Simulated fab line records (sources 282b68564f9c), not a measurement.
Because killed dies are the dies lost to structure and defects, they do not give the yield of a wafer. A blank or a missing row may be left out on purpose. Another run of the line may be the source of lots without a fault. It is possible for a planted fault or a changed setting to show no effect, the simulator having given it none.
fab line records	flow ritCmos
record lots=13	wafers=39	lastDay=7
route steps=202 shown NRETRO@63 REOX@102 NSD@140 M1@184
lots that met no fault: from a run of the same line without faults
startH: hours from the record's first day to the start of the lot's first wafer shown	waitH: hours from the lot's prior step to this one	" repeats the value in the row above	L1.1+2: one row covering several wafers at once	- no value present, or no start provided	* or withheld: withheld	< > ~ a bound
route shown NAME@n: NAME is a module with steps in the file, n the number in the route of the first one	usual: mean/standard deviation of fault-free wafers	same: alike in all rows	chamber/n: place in a boat	sites: each site's reading	_std_site: the values' standard deviation	_edge_site: inner sites' mean taken away from outer sites' mean	radiusMm: for every site, how far away it sits from the centre of the wafer	mask NAME#n: copy n	behind: tool/chamber where the wafer was last shaped	hold: why the lot was held/for how many hours/how that ended	device: the transistor (n, p or np) that didn't switch	end of line: the tests these same wafers got at the end of their route	a step with no rows: only its recipe	killed: the dies lost at the first sort to structure and to defects; this is not the yield of the wafer	map: a wafer's dies, x killed, . not, _ none there
set.NAME: the setting that was run; set.NAME@STEP: the one run at that earlier step	model.NAME: the simulator's own value behind a step, which no gauge read
a sample of lots followed through the steps of the route, with each step as a table and each wafer as a row
services: from which hour (startH, from the record's first day; less than 0 if before it) a tool's chamber was out of use, for how many hours, and why
## steps
# step RIT_NRETRO_TW_MEAS_10
# usual NRETRO_TW=1051/9
lot.wafer	tool	chamber	startH	waitH	NRETRO_TW
L529.2	filmMetro-04	-	40.83	0.1	1040
L529.4	"	-	"	"	1039
L529.6	"	-	"	"	1046
L530.3	filmMetro-03	-	41.34	0.1	1067
L530.4	"	-	"	"	1064
L530.5	"	-	"	"	1065
L532.1	filmMetro-03	-	49.94	0.1	1059
L532.2	"	-	"	"	1060
L532.3	"	-	"	"	1061
L534.1	filmMetro-03	-	57.94	0.1	1059
L534.3	"	-	"	"	1062
L534.5	"	-	"	"	1059
L538.2	filmMetro-04	-	77.52	0.1	1050
L538.3	"	-	"	"	1041
L538.4	"	-	"	"	1047
L540.1	filmMetro-02	-	87.70	0.1	1047
L540.4	"	-	"	"	1049
L540.5	"	-	"	"	1049
L542.3	filmMetro-03	-	96.75	0.1	1064
L542.4	"	-	"	"	1061
L542.6	"	-	"	"	1063
L544.1	filmMetro-04	-	112.19	0.1	1038
L544.5	"	-	"	"	1044
L544.6	"	-	"	"	1041
L546.2	filmMetro-03	-	119.42	0.1	1056
L546.3	"	-	"	"	1062
L546.5	"	-	"	"	1062
L548.4	filmMetro-02	-	130.14	0.1	1048
L548.5	"	-	"	"	1050
L548.6	"	-	"	"	1053
L550.2	filmMetro-04	-	138.91	0.1	1037
L550.5	"	-	"	"	1044
L550.6	"	-	"	"	1040
L551.4	filmMetro-02	-	144.14	0.1	1053
L551.5	"	-	"	"	1045
L551.6	"	-	"	"	1052
L552.1	filmMetro-04	-	149.66	0.1	1036
L552.5	"	-	"	"	1036
L552.6	"	-	"	"	1037
# step RIT_REOX_THK_MEAS_04
# recipe reads=SiO2_of_REOX_OXIDATION_03
# usual REOX_OXIDE_THK=25.5/0.46
lot.wafer	tool	chamber	startH	waitH	REOX_OXIDE_THK[nm]
L529.2	filmMetro-01	-	55.11	0.0	25.5
L529.4	"	-	"	"	25.7
L529.6	"	-	"	"	25.6
L530.3	filmMetro-01	-	57.67	0.0	25.2
L530.4	"	-	"	"	25.7
L530.5	"	-	"	"	25.7
L532.1	filmMetro-01	-	62.65	0.0	25.4
L532.2	"	-	"	"	25.7
L532.3	"	-	"	"	25.9
L534.1	filmMetro-02	-	71.17	0.0	25.4
L534.3	"	-	"	"	25.9
L534.5	"	-	"	"	25.3
L538.2	filmMetro-01	-	88.85	0.0	25.9
L538.3	"	-	"	"	25.7
L538.4	"	-	"	"	25.8
L540.1	filmMetro-04	-	105.37	0.0	26.1
L540.4	"	-	"	"	26.1
L540.5	"	-	"	"	26.1
L542.3	filmMetro-01	-	112.21	0.0	25.4
L542.4	"	-	"	"	25.1
L542.6	"	-	"	"	25.6
L544.1	filmMetro-02	-	123.80	0.0	25.1
L544.5	"	-	"	"	25.1
L544.6	"	-	"	"	25.2
L546.2	filmMetro-02	-	132.56	0.0	25.8
L546.3	"	-	"	"	25.9
L546.5	"	-	"	"	25.4
L548.4	filmMetro-01	-	140.47	0.0	26.0
L548.5	"	-	"	"	25.4
L548.6	"	-	"	"	25.7
L550.2	filmMetro-01	-	151.09	0.0	25.1
L550.5	"	-	"	"	24.5
L550.6	"	-	"	"	24.8
L551.4	filmMetro-01	-	155.60	0.0	24.7
L551.5	"	-	"	"	24.7
L551.6	"	-	"	"	24.9
L552.1	filmMetro-01	-	161.60	0.0	25.1
L552.5	"	-	"	"	25.1
L552.6	"	-	"	"	25.6
# step RIT_NSD_STRIP_09
# recipe chemistry=O2	timeS=180	resist=NOVOLAK	platenTempC=withheld	powerW=500	pressureMtorr=4000	o2FlowSccm=4000
# usual drypumpMotorCurrentA=5.9/0.48
# same timeS=180
lot.wafer	tool	chamber	startH	waitH	drypumpMotorCurrentA	rfHoursCounterH
L529.2	plasmaAsher-02	0	62.25	0.1	6.5	42
L529.4	"	0	"	"	6.4	-
L529.6	"	0	"	"	6.5	-
L530.3	plasmaAsher-04	1	64.98	0.1	5.9	-
L530.4	"	0	"	"	6.0	-
L530.5	"	0	"	"	6.0	-
L532.1	plasmaAsher-03	0	69.86	0.1	5.2	28
L532.2	"	1	"	"	5.1	28
L532.3	"	0	"	"	5.1	-
L534.1	plasmaAsher-04	1	78.10	0.1	6.0	47
L534.3	"	0	"	"	6.0	-
L534.5	"	1	"	"	5.9	-
L538.2	plasmaAsher-03	0	95.53	0.1	5.2	31
L538.3	"	0	"	"	5.2	-
L538.4	"	1	"	"	5.1	-
L540.1	plasmaAsher-03	0	112.46	0.1	5.2	33
L540.4	"	0	"	"	5.2	-
L540.5	"	1	"	"	5.1	-
L542.3	plasmaAsher-02	0	119.23	0.1	6.4	-
L542.4	"	1	"	"	6.4	-
L542.6	"	1	"	"	6.4	-
L544.1	plasmaAsher-04	0	131.03	0.1	6.0	2
L544.5	"	0	"	"	6.0	-
L544.6	"	1	"	"	6.0	-
L546.2	plasmaAsher-03	0	139.38	0.1	5.2	36
L546.3	"	0	"	"	5.2	-
L546.5	"	1	"	"	5.1	-
L548.4	plasmaAsher-03	1	147.82	0.1	5.1	-
L548.5	"	0	"	"	5.2	-
L548.6	"	1	"	"	5.1	-
L550.2	plasmaAsher-04	1	158.12	0.1	6.0	5
L550.5	"	0	"	"	6.0	-
L550.6	"	1	"	"	5.9	-
L551.4	plasmaAsher-03	1	162.53	0.1	5.1	-
L551.5	"	0	"	"	5.2	-
L551.6	"	1	"	"	5.1	-
L552.1	plasmaAsher-04	1	168.41	0.1	6.0	6
L552.5	"	1	"	"	6.0	-
L552.6	"	0	"	"	6.0	-
# step RIT_M1_SPUTTER_00
# recipe material=Al	targetThkNm=400	powerW=2000	chamberPressurePa=0.4	gas=Ar	timeS=500	substrateTempC=25
# usual chamberPressurePa=0.4001/0.00087	throttleValvePct=30.0/1.1
# same timeS=500
lot.wafer	tool	chamber	startH	waitH	chamberPressurePa	throttleValvePct
L529.2	pvdSputter-02	-	68.07	0.0	0.4004	32.5
L529.4	"	-	"	"	0.4012	30.3
L529.6	"	-	"	"	0.3991	30.0
L530.3	pvdSputter-03	-	70.77	0.0	0.4002	29.1
L530.4	"	-	"	"	0.4002	29.9
L530.5	"	-	"	"	0.4005	29.0
L532.1	pvdSputter-02	-	75.52	0.0	0.3986	30.6
L532.2	"	-	"	"	0.4017	28.9
L532.3	"	-	"	"	0.3978	32.6
L534.1	pvdSputter-02	-	83.77	0.0	0.3993	32.8
L534.3	"	-	"	"	0.3993	29.8
L534.5	"	-	"	"	0.3990	32.8
L538.2	pvdSputter-03	-	100.86	0.0	0.3998	28.9
L538.3	"	-	"	"	0.4004	29.8
L538.4	"	-	"	"	0.4938	26.5
L540.1	pvdSputter-04	-	117.86	0.0	0.3990	31.1
L540.4	"	-	"	"	0.4014	32.6
L540.5	"	-	"	"	0.4000	30.8
L542.3	pvdSputter-02	-	124.74	0.0	0.4007	29.6
L542.4	"	-	"	"	0.3991	28.8
L542.6	"	-	"	"	0.3999	29.7
L544.1	pvdSputter-02	-	136.50	0.0	0.4002	29.8
L544.5	"	-	"	"	0.3992	29.8
L544.6	"	-	"	"	0.4011	30.3
L546.2	pvdSputter-02	-	144.93	0.0	0.4011	32.8
L546.3	"	-	"	"	0.4006	29.6
L546.5	"	-	"	"	0.4009	29.9
L548.4	pvdSputter-04	-	153.11	0.0	0.3993	32.5
L548.5	"	-	"	"	0.4019	29.4
L548.6	"	-	"	"	0.3988	29.6
L550.2	pvdSputter-02	-	163.97	0.0	0.4003	30.3
L550.5	"	-	"	"	0.3991	29.2
L550.6	"	-	"	"	0.4009	30.1
L551.4	pvdSputter-04	-	168.74	0.0	0.4008	29.3
L551.5	"	-	"	"	0.3995	30.7
L551.6	"	-	"	"	0.4001	29.6
L552.1	pvdSputter-03	-	174.19	0.0	0.4012	31.2
L552.5	"	-	"	"	0.4004	29.4
L552.6	"	-	"	"	0.4011	28.9
# step RIT_M1_RS_MEAS_01
# recipe thkMeasGauge=four-point-probe	reads=Al_of_M1_SPUTTER_00
# usual M1_AL_RS=0.0735/0.00081
lot.wafer	tool	chamber	startH	waitH	M1_AL_RS[ohm/sq]
L529.2	filmMetro-04	-	68.38	0.2	0.0741
L529.4	"	-	"	"	0.0738
L529.6	"	-	"	"	0.0728
L530.3	filmMetro-04	-	71.11	0.2	0.0731
L530.4	"	-	"	"	0.0735
L530.5	"	-	"	"	0.0740
L532.1	filmMetro-04	-	75.82	0.1	0.0731
L532.2	"	-	"	"	0.0728
L532.3	"	-	"	"	0.0739
L534.1	filmMetro-04	-	84.07	0.1	0.0741
L534.3	"	-	"	"	0.0728
L534.5	"	-	"	"	0.0741
L538.2	filmMetro-02	-	101.18	0.2	0.0756
L538.3	"	-	"	"	0.0738
L538.4	"	-	"	"	0.0782
L540.1	filmMetro-02	-	118.16	0.1	0.0731
L540.4	"	-	"	"	0.0716
L540.5	"	-	"	"	0.0728
L542.3	filmMetro-03	-	125.08	0.2	0.0741
L542.4	"	-	"	"	0.0739
L542.6	"	-	"	"	0.0741
L544.1	filmMetro-04	-	136.79	0.1	0.0724
L544.5	"	-	"	"	0.0728
L544.6	"	-	"	"	0.0717
L546.2	filmMetro-04	-	145.24	0.2	0.0738
L546.3	"	-	"	"	0.0729
L546.5	"	-	"	"	0.0724
L548.4	filmMetro-03	-	153.46	0.2	0.0719
L548.5	"	-	"	"	0.0736
L548.6	"	-	"	"	0.0731
L550.2	filmMetro-03	-	164.28	0.2	0.0731
L550.5	"	-	"	"	0.0741
L550.6	"	-	"	"	0.0745
L551.4	filmMetro-03	-	169.09	0.2	0.0735
L551.5	"	-	"	"	0.0734
L551.6	"	-	"	"	0.0730
L552.1	filmMetro-02	-	174.48	0.1	0.0739
L552.5	"	-	"	"	0.0740
L552.6	"	-	"	"	0.0747
# step RIT_M1_THK_MEAS_02
# recipe thkMeasGauge=xrf	reads=Al_of_M1_SPUTTER_00
# usual M1_AL_THK=394/5
lot.wafer	tool	chamber	startH	waitH	M1_AL_THK[nm]
L529.2	filmMetro-04	-	68.49	0.1	393
L529.4	"	-	"	"	393
L529.6	"	-	"	"	399
L530.3	filmMetro-04	-	71.21	0.1	397
L530.4	"	-	"	"	393
L530.5	"	-	"	"	389
L532.1	filmMetro-04	-	75.94	0.1	397
L532.2	"	-	"	"	399
L532.3	"	-	"	"	395
L534.1	filmMetro-04	-	84.19	0.1	393
L534.3	"	-	"	"	401
L534.5	"	-	"	"	393
L538.2	filmMetro-02	-	101.29	0.1	381
L538.3	"	-	"	"	391
L538.4	"	-	"	"	373
L540.1	filmMetro-02	-	118.28	0.1	395
L540.4	"	-	"	"	403
L540.5	"	-	"	"	395
L542.3	filmMetro-03	-	125.18	0.1	393
L542.4	"	-	"	"	393
L542.6	"	-	"	"	392
L544.1	filmMetro-04	-	136.91	0.1	402
L544.5	"	-	"	"	399
L544.6	"	-	"	"	406
L546.2	filmMetro-04	-	145.35	0.1	390
L546.3	"	-	"	"	399
L546.5	"	-	"	"	400
L548.4	filmMetro-03	-	153.55	0.1	406
L548.5	"	-	"	"	396
L548.6	"	-	"	"	399
L550.2	filmMetro-03	-	164.39	0.1	398
L550.5	"	-	"	"	394
L550.6	"	-	"	"	392
L551.4	filmMetro-03	-	169.18	0.1	395
L551.5	"	-	"	"	397
L551.6	"	-	"	"	399
L552.1	filmMetro-02	-	174.60	0.1	388
L552.5	"	-	"	"	389
L552.6	"	-	"	"	386
# step RIT_M1_PROBE_99
# usual defectLimitedYield=97.5/1.1	killedAtContacts=0.1/0.23	killedAtFrontEnd=6.6/2.8	killedDies=6.6/2.8	killedOpen=3.3/2	killedShort=3.2/1.7	sort_bin_3_pad_short=0.1/0.18	sort_bin_5_function=1.4/0.84	sort_bin_6_memory=1.0/0.64	sortNPass=257.4/2.8	sortYieldPct=97.5/1.1
# same grossDies=264	killed_at_M0_to_M3=0	killed_at_M4_up=0	killedAtBackSide=0	killedAtOther=0
lot.wafer	tool	chamber	startH	waitH	defectLimitedYield[%]	killedAtContacts	killedAtFrontEnd	killedDies	killedOpen	killedShort	sort_bin_3_pad_short[%]	sort_bin_5_function[%]	sort_bin_6_memory[%]	sortNPass	sortYieldPct[%]
L540.1	prober-01	-	122.03	0.1	97.0	0	8	8	0	8	0.4	1.1	1.5	256.0	97.0
L540.4	prober-01	-	122.18	0.2	97.7	0	6	6	2	4	0	0.8	1.5	258.0	97.7
L540.5	prober-01	-	122.23	0.2	97.7	0	6	6	1	5	0	1.1	1.1	258.0	97.7
L542.3	prober-01	-	128.85	0.2	98.9	0	3	3	1	2	0	0	1.1	261.0	98.9
L542.4	prober-01	-	128.90	0.2	96.2	0	10	10	3	7	0.4	2.7	0.8	254.0	96.2
L542.6	prober-01	-	129.00	0.2	97.3	0	7	7	2	5	0.4	1.1	1.1	257.0	97.3
L544.1	prober-01	-	140.70	0.1	97.3	0	7	7	5	2	0	1.1	1.5	257.0	97.3
L544.5	prober-01	-	140.90	0.2	98.9	0	3	3	2	1	0	0.8	0.4	261.0	98.9
L544.6	prober-01	-	140.95	0.2	97.7	0	6	6	3	2	0	1.5	0.8	258.0	97.7
L546.2	prober-01	-	149.22	0.1	99.6	0	1	1	0	1	0.4	0	0	263.0	99.6
L546.3	prober-01	-	149.27	0.2	98.1	0	5	5	3	2	0	0.8	1.1	259.0	98.1
L546.5	prober-01	-	149.37	0.2	98.1	1	4	5	3	2	0	1.5	0.4	259.0	98.1
L550.2	prober-01	-	168.17	0.1	98.1	0	5	5	3	2	0	0.8	1.1	259.0	98.1
L550.5	prober-01	-	168.32	0.2	97.3	0	7	7	4	3	0	1.5	1.1	257.0	97.3
L550.6	prober-01	-	168.37	0.2	96.2	0	10	10	4	6	0	3.0	0.8	254.0	96.2
L552.1	prober-01	-	178.22	0.1	99.2	0	2	2	0	2	0	0.4	0.4	262.0	99.2
L552.5	prober-01	-	178.42	0.2	98.9	0	3	3	2	1	0	0.4	0.8	261.0	98.9
L552.6	prober-01	-	178.47	0.2	99.2	0	2	2	0	2	0	0.4	0.4	262.0	99.2
# killed by level:class
L540.1 REOX:geometricParticle:short=4 GATE:geometricParticle:short=3 SPACER:geometricParticle:short=1
L540.4 GATE:geometricParticle:short=3 FOX1:geometricParticle:short=1 FOX1:geometricParticle:open=1 GATE:geometricParticle:open=1
L540.5 GATE:geometricParticle:short=2 SPACER:geometricParticle:short=2 FOX1:geometricParticle:short=1 FOX1:geometricParticle:open=1
L542.3 FOX1:geometricParticle:open=1 FOX1:geometricParticle:short=1 GATE:geometricParticle:short=1
L542.4 GATE:geometricParticle:short=3 FOX1:geometricParticle:short=2 ACTIVE:geometricParticle:short=1 GATE:geometricParticle:open=1 REOX:geometricParticle:short=1 REOX:geometricParticle:open=1 SPACER:geometricParticle:open=1
L542.6 SPACER:geometricParticle:short=2 FOX1:geometricParticle:open=1 FOX1:geometricParticle:short=1 FOX2:geometricParticle:open=1 GATE:geometricParticle:short=1 REOX:geometricParticle:short=1
L544.1 GATE:geometricParticle:open=3 GATE:geometricParticle:short=2 SPACER:geometricParticle:open=1 SILICIDE:geometricParticle:open=1
L544.5 FOX1:geometricParticle:open=1 FOX1:geometricParticle:short=1 GATE:geometricParticle:open=1
L544.6 REOX:geometricParticle:open=2 GATE:geometricParticle:short=1 REOX:geometricParticle:short=1 SPACER:geometricParticle:open=1 NSD:coatMicrobubblePrinted=1
L546.2 REOX:geometricParticle:short=1
L546.3 FOX1:geometricParticle:short=1 REOX:geometricParticle:open=1 REOX:geometricParticle:short=1 SPACER:geometricParticle:open=1 SILICIDE:geometricParticle:open=1
L546.5 FOX1:geometricParticle:open=1 GATE:geometricParticle:short=1 REOX:geometricParticle:short=1 SPACER:geometricParticle:open=1 CONTACT:geometricParticle:open=1
L550.2 GATE:geometricParticle:open=2 FOX1:geometricParticle:short=1 SPACER:geometricParticle:open=1 SPACER:geometricParticle:short=1
L550.5 GATE:geometricParticle:open=3 GATE:geometricParticle:short=2 FOX1:geometricParticle:short=1 SPACER:geometricParticle:open=1
L550.6 SPACER:geometricParticle:open=3 GATE:geometricParticle:short=2 FOX1:geometricParticle:short=1 GATE:geometricParticle:open=1 REOX:geometricParticle:short=1 SPACER:geometricParticle:short=1 SILICIDE:geometricParticle:short=1
L552.1 GATE:geometricParticle:short=1 SILICIDE:geometricParticle:short=1
L552.5 GATE:geometricParticle:open=1 REOX:geometricParticle:open=1 SILICIDE:geometricParticle:short=1
L552.6 GATE:geometricParticle:short=1 SILICIDE:geometricParticle:short=1
## services
tool	chamber	startH	hours	kind
plasmaAsher-02	-	39.84	14.4	repair
plasmaAsher-02	-	47.53	0.5	repair
plasmaAsher-03	-	52.89	14.6	pm
plasmaAsher-04	-	108.75	9.0	pm
plasmaAsher-04	0	108.75	9.0	ventCycle
plasmaAsher-04	1	108.75	9.0	ventCycle
plasmaAsher-04	0	117.75	-	clean
plasmaAsher-04	1	117.75	-	clean
plasmaAsher-02	-	121.22	0.5	repair
pvdSputter-04	-	164.15	2.6	repair
## key
firstSign step=RIT_M1_SPUTTER_00	reading=chamberPressurePa	direction=up	sigmas=99+	usual=0.4001	struck=0.4938
effect step=RIT_M1_SPUTTER_00	reading=throttleValvePct	direction=down	sigmas=3.1	usual=30.0	struck=26.5
effect step=RIT_M1_RS_MEAS_01	reading=M1_AL_RS	direction=up	sigmas=5.7	usual=0.0735	struck=0.0782
effect step=RIT_M1_THK_MEAS_02	reading=M1_AL_THK	direction=down	sigmas=4.2	usual=394	struck=373
metAt RIT_M1_SPUTTER_00
struckLots L538
struckWafers L538.4
notActingAt RIT_NRETRO_TW_MEAS_10,RIT_REOX_THK_MEAS_04,RIT_NSD_STRIP_09
onsetBetween 70.77 100.86
fault kind=processParameterDrift	tool=pvdSputter-03	chamber=-	onsetH=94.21	steps=RIT_M1_SPUTTER_00	channel=chamberPressurePa	offset=0.092933	shape=step	endH=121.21	stated=0.4	scope=struckWafersOnly
